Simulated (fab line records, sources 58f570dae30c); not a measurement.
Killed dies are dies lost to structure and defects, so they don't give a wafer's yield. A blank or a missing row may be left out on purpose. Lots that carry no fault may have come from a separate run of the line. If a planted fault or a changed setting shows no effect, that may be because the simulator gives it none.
Split-lot experiment | flow berkeleyCmos170 | route with 331 steps; 5 lots, 23 wafers read

## SPLIT DETAILS
At UCB170_PWELL_ETCH_14 (etches Si3N4 in CH3F/Ar/O2, stops on SiO2, target depth 242 nm, time 151 s), the setting rfW was moved away from the recipe's 450 W on 5 of the 23 wafers read, by -10.1% to +9.0%. This setting was run at the recipe's value on the other wafers.

Reading taken at the split's own step.

## THE READING
KrF_of_PWELL_COAT_08.thkNm (the simulator's own value, which no gauge read), in nm, at UCB170_PWELL_ETCH_14 (etches Si3N4 in CH3F/Ar/O2, stops on SiO2, target depth 242 nm, time 151 s). There is no usual value for it anywhere in the file. Average 723.6 nm, standard deviation 2.4 nm, over the 18 wafers here run with the recipe.

wafer  | tool, chamber at the split | rfW as run, W | against the recipe | KrF_of_PWELL_COAT_08.thkNm, nm | against lot-mates on the recipe
L074.1 | rieDiel-02, 0              | 450           | recipe             | 718.1                          | -
L074.2 | rieDiel-02, 3              | 450           | recipe             | 722.1                          | -
L074.3 | rieDiel-02, 1              | 404.6         | -10.1%             | 730.8                          | +10.1
L074.5 | rieDiel-02, 2              | 404.6         | -10.1%             | 729.9                          | +9.2
L074.6 | rieDiel-02, 1              | 450           | recipe             | 722                            | -
L076.1 | rieDiel-01, 3              | 450           | recipe             | 724.3                          | -
L076.3 | rieDiel-01, 0              | 450           | recipe             | 721.2                          | -
L076.4 | rieDiel-01, 2              | 450           | recipe             | 721.9                          | -
L081.1 | rieDiel-01, 1              | 450           | recipe             | 726.8                          | -
L081.2 | rieDiel-01, 0              | 450           | recipe             | 723.6                          | -
L081.3 | rieDiel-01, 3              | 450           | recipe             | 726.6                          | -
L081.5 | rieDiel-01, 3              | 450           | recipe             | 727                            | -
L081.6 | rieDiel-01, 0              | 450           | recipe             | 723.7                          | -
L083.1 | rieDiel-04, 2              | 450           | recipe             | 722.3                          | -
L083.5 | rieDiel-04, 2              | 450           | recipe             | 722.3                          | -
L083.3 | rieDiel-04, 1              | 450           | recipe             | 725.7                          | -
L083.4 | rieDiel-04, 3              | 450           | recipe             | 720.5                          | -
L083.6 | rieDiel-04, 1              | 450           | recipe             | 724.6                          | -
L084.1 | rieDiel-02, 1              | 490.3         | +9.0%              | 716.5                          | -9.6
L084.2 | rieDiel-02, 0              | 450           | recipe             | 727.1                          | -
L084.4 | rieDiel-02, 3              | 450           | recipe             | 725.1                          | -
L084.5 | rieDiel-02, 1              | 490.3         | +9.0%              | 715.8                          | -10.3
L084.6 | rieDiel-02, 0              | 490.3         | +9.0%              | 715.3                          | -10.8

THE FIT
A straight line over all 23 wafers: KrF_of_PWELL_COAT_08.thkNm changes by -0.771 nm for each +1% of rfW; r = -0.84; the points scatter about the line by 2.3 nm.
The same after taking each lot's own level away (the mean of its wafers on the recipe; 23 wafers): -1.05 nm for each +1%; r = -0.95; scatter 1.6 nm.
According to that fit, moving rfW by its largest amount changes the reading by 11 nm.
The span of the lots' own levels, 720.73 to 726.10 nm, comes to 2.2 times the standard deviation stated above.
Hence the slope depends on the lot-to-lot level, as the two fits are not the same.
Check: with one of the wafers moved furthest among these (-10.1%) left out of the fit, the line predicts +10.6 nm for it against its lot-mates. Against them it came out at +10.1 nm.

## OTHER SPLITS APPLIED TO THESE WAFERS
Before the reading, these wafers also passed through other splits. Each is held against what the fit with the lots' levels taken away leaves over:
other split on the same wafers    | wafers away from the commonest value | r with KrF_of_PWELL_COAT_08.thkNm (lot level and that fit taken away)
UCB170_NWELL_IMPLANT_14 energyKev | 7                                    | -0.01

## THE WHOLE CHAIN: every reading that the file lists as answering this split, in the file's order
step                  | what it does                                                               | reading                                                                     | change (the file's fit)              | r (the file's)
UCB170_PWELL_ETCH_14  | etches Si3N4 in CH3F/Ar/O2, stops on SiO2, target depth 242 nm, time 151 s | KrF_of_PWELL_COAT_08.thkNm (the simulator's own value, which no gauge read) | -1.04 nm for each +1% of the setting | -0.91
UCB170_PWELL_STRIP_16 | strips in O2                                                               | stripTimeToEndpointS                                                        | withheld for each +1% of the setting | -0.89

## FILE'S OWN FIT
KrF_of_PWELL_COAT_08.thkNm changes by -1.04 nm for each +1% of rfW, r = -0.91.
